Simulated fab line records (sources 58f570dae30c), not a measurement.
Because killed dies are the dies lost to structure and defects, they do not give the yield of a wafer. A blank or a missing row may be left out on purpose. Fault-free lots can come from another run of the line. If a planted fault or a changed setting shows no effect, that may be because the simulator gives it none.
Split-lot trial ; flow berkeley-cmos170 ; on a route of 331 steps: 5 lots, 23 wafers read

## SPLIT DETAILS
At UCB170_PSD_IMPLANT_08, the setting energy-kev was moved away from the recipe's 20 on 12 of the 23 wafers read, by +3.7% to +5.5%. The other wafers ran this setting at the recipe's value.

## FROM THE SPLIT TO THE READING: what the file shows between them, 1 step
- UCB170_PSD_STRIP_09: strips in O2

## THE READING
PSD_TW, at UCB170_PSD_TW_MEAS_10. Typical for fault-free wafers on this fab line: 2351, with standard deviation 13.

wafer;tool, chamber at the split;energy-kev as run;against the recipe;PSD_TW;against lot-mates on the recipe
L079.1;implanter-01, 0;21.1;+5.5%;2373;+26
L079.2;implanter-01, 0;21.1;+5.5%;2364;+17
L079.4;implanter-01, 0;21.1;+5.5%;2381;+34
L079.5;implanter-01, 0;20;recipe;2349;-
L079.6;implanter-01, 0;20;recipe;2345;-
L080.1;implanter-04, 0;20;recipe;2359;-
L080.2;implanter-04, 0;20;recipe;2349;-
L080.3;implanter-04, 0;21.08;+5.4%;2385;+31
L080.5;implanter-04, 0;21.08;+5.4%;2379;+25
L080.6;implanter-04, 0;21.08;+5.4%;2384;+30
L081.2;implanter-04, 0;21.03;+5.2%;2396;+32
L081.3;implanter-04, 0;21.03;+5.2%;2386;+22
L081.4;implanter-04, 0;20;recipe;2363;-
L081.5;implanter-04, 0;20;recipe;2364;-
L081.6;implanter-04, 0;21.03;+5.2%;2391;+28
L083.3;implanter-03, 0;20;recipe;2332;-
L083.5;implanter-03, 0;20;recipe;2319;-
L083.6;implanter-03, 0;20;recipe;2328;-
L085.2;implanter-01, 0;20;recipe;2364;-
L085.3;implanter-01, 0;20;recipe;2360;-
L085.4;implanter-01, 0;20.74;+3.7%;2386;+24
L085.5;implanter-01, 0;20.74;+3.7%;2382;+20
L085.6;implanter-01, 0;20.74;+3.7%;2387;+25

THE FIT
A straight line over all 23 wafers: PSD_TW changes by +6.54 for each +1% of energy-kev; r = +0.79; the points scatter about the line by 13.
The same after taking each lot's own level away (the mean of its wafers on the recipe; 23 wafers): +5.18 for each +1%; r = +0.95; scatter 4.6.
The reading moves by 29 for the largest change in energy-kev, on that fit.
The lots' own levels span 2326.3 to 2363.5, that is 2.9 times the standard deviation above.
So the lot-to-lot level blurs the effect unless lot-mates are compared.
Check: for one of the wafers moved furthest among these (+5.5%), held out of the fit, the line's prediction against its lot-mates is +29.1. Against them it came out at +26.

## THE WHOLE CHAIN: every reading that the file lists as answering this split, in the file's order
step;what it does;reading;change (the file's fit);r (the file's)
UCB170_PSD_IMPLANT_08;;implant.rp-nm (the simulator's own value, which no gauge read);+0.645 nm for each +1% of the setting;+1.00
UCB170_PSD_IMPLANT_08;;implant.drp-nm (the simulator's own value, which no gauge read);+0.226 nm for each +1% of the setting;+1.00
UCB170_PSD_STRIP_09;strips in O2;strip-time-to-endpoint-s;withheld for each +1% of the setting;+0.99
UCB170_PSD_TW_MEAS_10;;PSD_TW;+5.28 for each +1% of the setting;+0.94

## THE FILE'S OWN FIT
PSD_TW changes by +5.28 for each +1% of energy-kev, r = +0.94.
